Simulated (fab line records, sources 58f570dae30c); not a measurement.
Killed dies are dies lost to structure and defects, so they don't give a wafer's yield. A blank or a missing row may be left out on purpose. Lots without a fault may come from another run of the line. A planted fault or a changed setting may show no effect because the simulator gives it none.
fab line records | flow berkeley_cmos170
record lots=6 wafers=18 last_day=12
route steps=331 shown NWELL@16
lots that met no fault: from a run of the same line without faults
start_h: hours from the record's first day to the start of the lot's first wafer shown | wait_h: hours since the lot's step before | " the same as in the row above | L1.1+2: a row that stands for several wafers | - no value, or no start given | * or withheld: withheld | < > ~ a bound
route shown NAME@n: a module of which the file shows steps, and the number in the route of the first | usual: mean/standard deviation of fault-free wafers | same: alike in all rows | chamber/n: place in a boat | sites: the reading at each site | _std_site: their standard deviation | _edge_site: outer sites' mean less inner sites' | radius_mm: how far each site lies from the wafer's centre | mask NAME#n: copy n | behind: the tool/chamber that last shaped the wafer | hold: why the lot was held/for how many hours/how that ended | device: the transistor (n, p or np) that didn't switch | end of line: the same wafers' tests at the end of the route | a step without rows: its recipe alone | killed: dies lost to structure and defects at the first sort, not the wafer's yield | map: a wafer's dies, x killed, . not, _ none there
set.NAME: the setting as run; set.NAME@STEP: as run at that earlier step | model.NAME: the simulator's own value behind a step, which no gauge read
lots at some steps of the route; a table a step, a row a wafer
services: from which hour (start_h, from the record's first day; less than 0 if before it) a tool's chamber was out of use, for how many hours, and why
## steps
# step UCB170_NWELL_THK_MEAS_02
# recipe reads=SiO2_of_NWELL_OXIDATION_01
# usual NWELL_OXIDE_THK=26.2/0.45
# columns lot.wafer tool chamber start_h wait_h NWELL_OXIDE_THK[nm]
L233.1 film_metro-04 - 37.47 0.0 26.5
L233.2 " - " " 26.5
L233.5 " - " " 26.7
L240.1 film_metro-03 - 72.78 0.0 25.9
L240.4 " - " " 25.6
L240.5 " - " " 26.4
L242.2 film_metro-04 - 81.84 0.0 26.1
L242.3 " - " " 26.3
L242.5 " - " " 25.9
L244.1 film_metro-02 - 91.91 0.0 25.6
L244.3 " - " " 26.2
L244.4 " - " " 25.9
L250.2 film_metro-04 - 121.04 0.0 25.2
L250.3 " - " " 25.6
L250.4 " - " " 25.1
L251.2 film_metro-04 - 131.76 0.0 26.1
L251.5 " - " " 26.4
L251.6 " - " " 26.6
# step UCB170_NWELL_ANNEAL_03
# recipe temp_c=1000 time_s=900 ambient=N2
# step UCB170_NWELL_CVD_04
# recipe material=Si3N4 target_thk_nm=224 temp_c=800 precursor=SiH2Cl2/NH3 time_s=3360 pressure_mtorr=200 sih2cl2_flow_sccm=25 nh3_flow_sccm=75
# step UCB170_NWELL_THK_MEAS_05
# recipe reads=Si3N4_of_NWELL_CVD_04
# usual NWELL_NITRIDE_THK=223.8/1.9
# columns lot.wafer tool chamber start_h wait_h NWELL_NITRIDE_THK[nm]
L233.1 film_metro-02 - 48.38 0.0 222.0
L233.2 " - " " 222.4
L233.5 " - " " 223.7
L240.1 film_metro-03 - 76.56 0.0 223.8
L240.4 " - " " 223.0
L240.5 " - " " 223.3
L242.2 film_metro-04 - 93.01 0.0 226.9
L242.3 " - " " 225.6
L242.5 " - " " 225.6
L244.1 film_metro-03 - 100.10 0.0 224.8
L244.3 " - " " 224.9
L244.4 " - " " 223.1
L250.2 film_metro-02 - 128.58 0.0 226.6
L250.3 " - " " 228.3
L250.4 " - " " 227.3
L251.2 film_metro-04 - 139.73 0.0 225.5
L251.5 " - " " 225.6
L251.6 " - " " 223.9
# step UCB170_NWELL_HMDS_06
# recipe prime_time_s=60 prime_temp_c=100
# step UCB170_NWELL_COAT_07
# recipe resist=KrF spin_rpm=1500 resist_thk_nm=900
# step UCB170_NWELL_SOFTBAKE_08
# recipe resist=KrF temp_c=130 time_s=60
# step UCB170_NWELL_EXPOSE_09
# recipe mask_id=NWELL target_cd_nm=3000 na=0.5 sigma_outer=0.6 source_shape=conventional dose_mj=25
# step UCB170_NWELL_PEB_10
# recipe peb_temp_c=130 peb_time_s=withheld resist=KrF
# step UCB170_NWELL_DEVELOP_11
# recipe developer=TMAH develop_time_s=45 resist=KrF dev_temp_c=21
# step UCB170_NWELL_OVL_MEAS_12
# usual NWELL_OVL=4/6.1
# columns lot.wafer tool chamber start_h wait_h NWELL_OVL[nm]
L233.1 overlay-02 - 49.28 - 6
L233.2 " - " " -4
L233.5 " - " " 9
L240.1 overlay-01 - 77.89 - 9
L240.4 " - " " 9
L240.5 " - " " 12
L242.2 overlay-01 - 94.15 - 7
L242.3 " - " " 18
L242.5 " - " " 0
L244.1 overlay-01 - 101.28 - 1
L244.3 " - " " 1
L244.4 " - " " -2
L250.2 overlay-01 - 131.42 - 2
L250.3 " - " " 13
L250.4 " - " " -5
L251.2 overlay-01 - 140.66 - 13
L251.5 " - " " 17
L251.6 " - " " 4
# step UCB170_NWELL_ETCH_13
# recipe chemistry=CH3F/Ar/O2 target=Si3N4 stop_on=SiO2 CH3F_flow_sccm=20 Ar_flow_sccm=50 O2_flow_sccm=7 pressure_mtorr=50 rf_w=450 target_depth_a=2464 over_etch_frac=0.1 time_s=154
# usual CH3F_flow_sccm=20.00/0.062 drypump_motor_current_A=5.3/0.4 oes_product_au=0.940/0.013 throttle_valve_pct=8.05/0.17
# same time_s=154
# columns lot.wafer tool chamber start_h wait_h CH3F_flow_sccm drypump_motor_current_A oes_product_au rf_hours_counter_h throttle_valve_pct
L233.1 rie_diel-03 1 49.32 0.0 19.95 5.9 0.948 166 7.90
L233.2 " 2 " " 19.98 5.0 0.922 102 7.82
L233.5 " 3 " " 20.05 6.2 0.951 - 7.97
L240.1 rie_diel-03 2 77.93 0.0 19.93 5.0 0.930 103 7.81
L240.4 " 0 " " 19.91 5.3 0.956 - 8.10
L240.5 " 3 " " 20.07 6.2 0.948 - 7.96
L242.2 rie_diel-01 0 94.18 0.0 20.08 5.3 0.940 123 8.16
L242.3 " 2 " " 20.07 4.9 0.949 1 8.14
L242.5 " 0 " " 20.04 5.3 0.930 - 8.16
L244.1 rie_diel-03 0 101.31 0.0 20.07 5.3 0.956 118 8.09
L244.3 " 2 " " 19.86 5.0 0.941 104 7.80
L244.4 " 3 " " 19.93 6.2 0.947 - 7.97
L250.2 rie_diel-01 2 131.45 0.0 20.08 4.8 0.937 3 8.16
L250.3 " 1 " " 19.94 5.4 0.935 121 8.34
L250.4 " 0 " " 19.96 5.3 0.943 124 8.15
L251.2 rie_diel-03 2 140.69 0.0 19.98 5.0 0.938 106 7.79
L251.5 " 3 " " 20.09 6.2 0.951 - 7.95
L251.6 " 2 " " 20.07 5.0 0.937 - 7.81
# step UCB170_NWELL_IMPLANT_14
# recipe species=P dose_cm2=1e+13 energy_kev=150 tilt_deg=7
# usual tilt_deg=6.995/0.02
# columns lot.wafer tool chamber start_h wait_h tilt_deg
L233.1 implanter-02 0 49.42 0.1 6.983
L233.2 " 0 " " 7.010
L233.5 " 0 " " 6.993
L240.1 implanter-02 0 78.03 0.1 7.989
L240.4 " 0 " " 8.019
L240.5 " 0 " " 7.997
L242.2 implanter-02 0 94.31 0.1 8.000
L242.3 " 0 " " 8.010
L242.5 " 0 " " 7.994
L244.1 implanter-01 0 101.42 0.1 6.994
L244.3 " 0 " " 7.000
L244.4 " 0 " " 6.999
L250.2 implanter-04 0 131.58 0.1 6.956
L250.3 " 0 " " 6.988
L250.4 " 0 " " 7.002
L251.2 implanter-04 0 140.82 0.1 6.989
L251.5 " 0 " " 7.010
L251.6 " 0 " " 7.007
# step UCB170_NWELL_STRIP_15
# recipe chemistry=O2 power_w=400 pressure_mtorr=3500 platen_temp_c=withheld o2_flow_sccm=400 overash_fraction=0.5
# usual drypump_motor_current_A=5.6/0.4 o2_flow_sccm=400.1/1.3 oes_product_au=0.721/0.0041 strip_time_to_endpoint_s=18.03/0.091
# same overash_fraction=0.5
# columns lot.wafer tool chamber start_h wait_h drypump_motor_current_A o2_flow_sccm oes_product_au rf_hours_counter_h strip_time_to_endpoint_s
L233.1 plasma_asher-04 0 49.57 0.1 6.0 402.7 0.721 32 18.06
L233.2 " 1 " " 5.1 400.4 0.725 32 17.97
L233.5 " 1 " " 5.1 401.0 0.713 - 18.02
L240.1 plasma_asher-04 0 78.18 0.1 6.0 400.9 0.721 35 17.89
L240.4 " 1 " " 5.1 399.0 0.726 - 18.01
L240.5 " 0 " " 6.0 402.2 0.716 - 18.00
L242.2 plasma_asher-03 0 94.43 0.1 5.5 400.1 0.719 35 18.13
L242.3 " 1 " " 6.1 402.2 0.725 - 18.13
L242.5 " 0 " " 5.5 399.3 0.718 - 18.14
L244.1 plasma_asher-03 0 101.57 0.1 5.5 398.5 0.719 36 18.13
L244.3 " 0 " " 5.4 399.7 0.715 - 18.01
L244.4 " 1 " " 6.1 402.0 0.718 - 18.01
L250.2 plasma_asher-01 1 131.70 0.1 5.0 402.0 0.724 2 17.92
L250.3 " 1 " " 5.0 400.1 0.724 - 17.98
L250.4 " 0 " " 5.7 398.7 0.723 - 17.90
L251.2 plasma_asher-03 0 140.95 0.1 5.4 400.3 0.722 40 17.98
L251.5 " 0 " " 5.4 400.2 0.723 - 18.09
L251.6 " 1 " " 6.1 399.6 0.717 - 18.09
## services
# columns tool chamber start_h hours kind
rie_diel-01 2 26.50 - clean
rie_diel-01 2 26.50 34.9 scheduled_down
rie_diel-01 2 26.50 34.9 vent_cycle
implanter-02 - 38.79 6.9 pm
plasma_asher-03 - 53.44 3.5 repair
rie_diel-03 1 77.13 - clean
rie_diel-03 1 77.13 24.9 scheduled_down
rie_diel-03 1 77.13 24.9 vent_cycle
rie_diel-01 1 87.42 8.6 repair
implanter-02 - 88.80 2.2 repair
implanter-04 - 89.63 1.3 repair
implanter-04 - 96.28 6.4 pm
plasma_asher-03 - 104.32 2.4 repair
plasma_asher-01 - 108.75 9.0 pm
plasma_asher-01 0 108.75 9.0 vent_cycle
plasma_asher-01 1 108.75 9.0 vent_cycle
plasma_asher-01 0 117.75 - clean
plasma_asher-01 1 117.75 - clean
rie_diel-03 - 128.10 0.1 repair
## key
first_sign step=UCB170_NWELL_IMPLANT_14 reading=tilt_deg direction=up sigmas=50 usual=6.995 struck=8.001
effect none on later readings
met_at UCB170_NWELL_IMPLANT_14
struck_wafers L240.1,L240.4,L240.5,L242.2,L242.3,L242.5
sort_left_out L240.1,L240.4,L240.5
tester_left_out L240,L242
onset_between 49.42 78.03
fault kind=process_parameter_drift tool=implanter-02 chamber=- onset_h=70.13 steps=UCB170_NWELL_IMPLANT_14 channel=tilt_deg offset=1.0018 shape=step end_h=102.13 acts_in=these_recipes_only stated=7
# tester_left_out: of these lots the tester's yield and bins aren't shown, on N5 and GAA mostly nor the transistor test; their killed dies are dies lost to structure and defects alone, not to doping, threshold or leakage, so they don't give the yield
# sort_left_out: the simulated sort isn't trusted on such a fault, so these wafers' sort isn't shown, and their yield isn't known
